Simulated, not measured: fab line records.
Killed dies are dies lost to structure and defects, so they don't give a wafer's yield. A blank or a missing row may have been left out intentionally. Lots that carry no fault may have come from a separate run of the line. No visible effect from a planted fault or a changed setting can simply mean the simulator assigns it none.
Matching of chambers || flow berkeley cmos170 || wet bench-01 running UCB170_FIELD_WET_ETCH_06: 4 sister chambers
The step etches SiO2 in BOE, time 22 s. 8 wafers are shown with their chamber, then 7 later ones without.

== EACH WAFER AND ITS CHAMBER ==
{"wafer": "L075.2", "chamber": 1, "temp c (C)": 24.95}
{"wafer": "L075.4", "chamber": 1, "temp c (C)": 24.97}
{"wafer": "L080.4", "chamber": 3, "temp c (C)": 24.96}
{"wafer": "L080.5", "chamber": 3, "temp c (C)": 25.09}
{"wafer": "L082.4", "chamber": 0, "temp c (C)": 25.03}
{"wafer": "L082.5", "chamber": 0, "temp c (C)": 24.98}
{"wafer": "L085.1", "chamber": 2, "temp c (C)": 24.91}
{"wafer": "L085.4", "chamber": 2, "temp c (C)": 24.90}

== WAFERS WHOSE CHAMBER IS MISSING ==
{"wafer": "L085.6", "temp c (C)": 24.95}
{"wafer": "L090.3", "temp c (C)": 24.84}
{"wafer": "L090.4", "temp c (C)": 24.87}
{"wafer": "L090.6", "temp c (C)": 24.86}
{"wafer": "L092.1", "temp c (C)": 25.16}
{"wafer": "L092.4", "temp c (C)": 24.98}
{"wafer": "L092.6", "temp c (C)": 25.01}

== EACH ONE'S CHAMBER ==
{"wafer": "L085.6", "from the rows above": "can't be placed: 1 or 2 or 0 or 3", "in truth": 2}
{"wafer": "L090.3", "from the rows above": "can't be placed: 2 or 1", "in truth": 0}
{"wafer": "L090.4", "from the rows above": "can't be placed: 2 or 1", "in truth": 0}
{"wafer": "L090.6", "from the rows above": "can't be placed: 2 or 1", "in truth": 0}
{"wafer": "L092.1", "from the rows above": "can't be placed: 3 or 0 or 1", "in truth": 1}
{"wafer": "L092.4", "from the rows above": "can't be placed: 1 or 0 or 3 or 2", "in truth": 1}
{"wafer": "L092.6", "from the rows above": "can't be placed: 0 or 3 or 1", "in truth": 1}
0 of 7 placed correctly. These rows do not allow placing 7 (true chamber among the candidates in 4). Placed wrongly: 0.
How it was worked out, from the rows above alone: a wafer's distance from a chamber is the root of the sum, over the readings, of the square of ((its reading less the chamber's mean) divided by the reading's scatter). The wafer belongs to the nearest chamber; if the next one is less than 2 further off, it can't be placed. The mean given for a chamber averages the wafers shown for that chamber. The scatter is the square root of a quotient: the sum, over the shown wafers, of each reading's squared deviation from its chamber's mean, divided by wafers minus chambers.
